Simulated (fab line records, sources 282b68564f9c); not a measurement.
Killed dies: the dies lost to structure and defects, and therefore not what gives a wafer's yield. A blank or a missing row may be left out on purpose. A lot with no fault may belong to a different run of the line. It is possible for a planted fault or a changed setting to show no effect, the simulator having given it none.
What tool caused it? -- flow ritCmos -- 14 lots with 42 wafers sampled at 4 steps, on a route of 202 steps

## WHAT THE GAUGES SHOWED, per wafer
RIT_FOX1_THK_MEAS_01.
lot,measured,on,FOX1_OXIDE_THK (nm)
L923,day 1 17:17,filmMetro-01,345 347 340
L924,day 1 21:51,filmMetro-04,330 318 325
L925,day 2 04:21,filmMetro-01,338 346 345
L927,day 2 13:34,filmMetro-01,325 325 325
L928,day 2 17:51,filmMetro-01,347 350 343
L929,day 2 23:26,filmMetro-04,332 325 333
L930,day 3 04:03,filmMetro-01,345 342 340
L936,day 4 10:50,filmMetro-04,333 334 335
L937,day 4 14:56,filmMetro-02,341 337 336
L938,day 4 20:06,filmMetro-04,333 336 331
L939,day 5 00:58,filmMetro-02,346 344 342
L942,day 5 15:49,filmMetro-04,343 344 342
L944,day 6 01:58,filmMetro-01,338 334 347
L946,day 6 14:02,filmMetro-04,339 336 344

RIT_M1_RS_MEAS_01: the measuring method here is four-point-probe.
lot,measured,on,M1_AL_RS (ohm/sq)
L923,day 3 04:44,filmMetro-03,0.0742 0.0733 0.0737
L924,day 3 10:55,filmMetro-03,0.0741 0.0748 0.0750
L925,day 3 18:27,filmMetro-03,0.0729 0.0733 0.0733
L927,day 4 02:10,filmMetro-03,0.0736 0.0731 0.0733
L928,day 4 06:10,filmMetro-02,0.0740 0.0743 0.0732
L929,day 4 11:36,filmMetro-03,0.0729 0.0736 0.0734
L930,day 4 15:14,filmMetro-01,0.0729 0.0728 0.0734
L936,day 5 23:23,filmMetro-02,0.0743 0.0733 0.0732
L937,day 6 03:07,filmMetro-01,0.0744 0.0809 0.0736
L938,day 6 07:36,filmMetro-02,0.0737 0.0730 0.0733
L939,day 6 13:22,filmMetro-02,0.0740 0.0815 0.0737
L942,day 7 05:32,filmMetro-02,0.0727 0.0725 0.0726
L944,day 7 14:04,filmMetro-01,0.0732 0.0729 0.0732
L946,day 8 04:41,filmMetro-03,0.0736 0.0728 0.0734

RIT_M1_THK_MEAS_02: measures by xrf.
lot,measured,on,M1_AL_THK (nm)
L923,day 3 04:51,filmMetro-03,404 408 408
L924,day 3 11:02,filmMetro-03,407 401 400
L925,day 3 18:34,filmMetro-03,412 407 408
L927,day 4 02:16,filmMetro-03,408 412 413
L928,day 4 06:17,filmMetro-02,404 402 411
L929,day 4 11:43,filmMetro-03,412 408 411
L930,day 4 15:20,filmMetro-01,409 411 408
L936,day 5 23:29,filmMetro-02,404 409 410
L937,day 6 03:14,filmMetro-01,402 372 406
L938,day 6 07:43,filmMetro-02,407 411 407
L939,day 6 13:29,filmMetro-02,402 368 408
L942,day 7 05:39,filmMetro-02,413 411 411
L944,day 7 14:11,filmMetro-01,406 407 407
L946,day 8 04:47,filmMetro-03,410 413 409

## WHAT TOOL EACH LOT RAN ON (gives the tool, then ch and the chambers of the sampled wafers, and finally the start)
lot,RIT_M1_SPUTTER_00
L923,"pvdSputter-04, day 3 04:26"
L924,"pvdSputter-01, day 3 10:38"
L925,"pvdSputter-04, day 3 18:08"
L927,"pvdSputter-04, day 4 01:50"
L928,"pvdSputter-01, day 4 05:52"
L929,"pvdSputter-04, day 4 11:17"
L930,"pvdSputter-01, day 4 14:53"
L936,"pvdSputter-01, day 5 23:04"
L937,"pvdSputter-04, day 6 02:49"
L938,"pvdSputter-01, day 6 07:19"
L939,"pvdSputter-04, day 6 13:04"
L942,"pvdSputter-01, day 7 05:14"
L944,"pvdSputter-01, day 7 13:46"
L946,"pvdSputter-03, day 8 04:22"
- RIT_M1_SPUTTER_00: material Al, target thk 400 nm, time 500 s.

## WHAT THE TOOLS THEMSELVES READ (means of the sampled wafers that have a number; where no wafer has one, the mark that the record gives instead)
RIT_M1_SPUTTER_00.
lot,tool,chamberPressurePa (Pa),throttleValvePct (%)
L923,pvdSputter-04,0.4000,29.8
L924,pvdSputter-01,0.3996,29.1
L925,pvdSputter-04,0.3999,29.4
L927,pvdSputter-04,0.4004,29.8
L928,pvdSputter-01,0.4000,30.0
L929,pvdSputter-04,0.3994,30.5
L930,pvdSputter-01,0.3998,29.0
L936,pvdSputter-01,0.3999,29.2
L937,pvdSputter-04,0.4468,28.3
L938,pvdSputter-01,0.4004,29.8
L939,pvdSputter-04,0.4473,28.6
L942,pvdSputter-01,0.4003,28.6
L944,pvdSputter-01,0.3999,28.4
L946,pvdSputter-03,0.3999,29.6

## THE ANSWER, worked out from the rows above alone
Rule: usual is defined by the lots themselves. The widest of any qualifying gaps counts: lots, ordered by their means at a reading, are off when they make up no more than a third of the lots, leave a main group of 4 or more, and stand apart from it by 3 or more times the standard deviation of that group's means. The tables above print the reading to a certain number of digits; a main group whose means all agree to those digits is not used. Also off: a lot with no number at a reading for which 4 or more lots have one. Any other lot the step has rows for is counted as sound. The gauges are gone through in route order, then the tools' own readings, and for those a lot's mean is taken as printed above. At the first step where some lot is off, the reading lying furthest off is the one used; lots without a number count as furthest.
Off: L937, L939, seen at RIT_M1_RS_MEAS_01 (M1_AL_RS). Main group: mean 0.0734 ohm/sq, sd 0.00048.
A tool fits if, at a process step before that reading, it ran every lot that is off, and no sound lot after the first of them. The gauges at RIT_M1_RS_MEAS_01 aren't tried: what is off there is off at RIT_M1_SPUTTER_00 too, on other tools, and a gauge's error can't cause that. One fits: pvdSputter-04 at RIT_M1_SPUTTER_00. Its last sound lot is L929 (day 4 11:17), its first lot that is off L937 (day 6 02:49): a fault that began between those two fits.
On the lots that are off, the tool's own readings at RIT_M1_SPUTTER_00 differ by more than 5 times the standard deviation of the sound lots' means, which bears it out; chamberPressurePa reads 0.4470 Pa there versus 0.4000 Pa on the sound lots.

## WHAT THE SIMULATOR HAD PUT IN
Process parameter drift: pvdSputter-04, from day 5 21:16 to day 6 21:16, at RIT_M1_SPUTTER_00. The setting chamberPressurePa was moved by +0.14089, starting from 0.4. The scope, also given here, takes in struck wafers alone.
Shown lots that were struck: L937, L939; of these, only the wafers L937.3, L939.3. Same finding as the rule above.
